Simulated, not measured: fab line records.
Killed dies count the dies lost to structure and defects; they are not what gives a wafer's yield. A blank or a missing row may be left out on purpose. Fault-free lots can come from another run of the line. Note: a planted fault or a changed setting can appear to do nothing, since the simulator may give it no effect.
Which tool is to blame? || flow berkeleyCmos170 || at 1 step of a route of 331, 7 lots with 21 wafers sampled

WHAT EACH GAUGE READ, for each wafer
UCB170_NSD_CD_MEAS_06: the cd target is 1200 nm.
{"lot": "L844", "measured": "day 8 16:24", "on": "cdSem-02", "cdNm (nm)": "1200.6 1200.6 1200.5"}
{"lot": "L848", "measured": "day 9 03:25", "on": "cdSem-02", "cdNm (nm)": "1198.2 1197.3 1198.6"}
{"lot": "L846", "measured": "day 9 03:55", "on": "cdSem-02", "cdNm (nm)": "1200.4 1199.4 1199.2"}
{"lot": "L849", "measured": "day 9 15:58", "on": "cdSem-01", "cdNm (nm)": "1200.0 1200.4 1198.3"}
{"lot": "L855", "measured": "day 10 17:40", "on": "cdSem-02", "cdNm (nm)": "1198.2 1200.3 1199.3"}
{"lot": "L858", "measured": "day 11 15:28", "on": "cdSem-01", "cdNm (nm)": "1197.5 1198.1 1200.0"}
{"lot": "L856", "measured": "day 11 15:56", "on": "cdSem-02", "cdNm (nm)": "1198.0 1197.7 1196.5"}

TOOL THAT RAN EACH LOT (tool first, then ch and the chambers of the sampled wafers, then the start)
Before these readings, the record contains no process step.

THE ANSWER, worked out from the rows above alone
Rule: usual is defined by the lots themselves. Put in order of their means at a reading, lots are off if they are a third of the lots or fewer, leave a main group of 4 or more, and stand apart from it by a gap of 3 or more times the standard deviation of the main group's means; of several such gaps the widest counts. A main group whose means are all the same, to the digits that the tables above print for the reading, isn't used. A lot without any number at a reading at which 4 lots or more have one is off too. The other lots that the step has rows for count as sound.
No lot is off at any reading shown: from this, nothing can be told.

WHAT HAD BEEN PUT IN BY THE SIMULATOR
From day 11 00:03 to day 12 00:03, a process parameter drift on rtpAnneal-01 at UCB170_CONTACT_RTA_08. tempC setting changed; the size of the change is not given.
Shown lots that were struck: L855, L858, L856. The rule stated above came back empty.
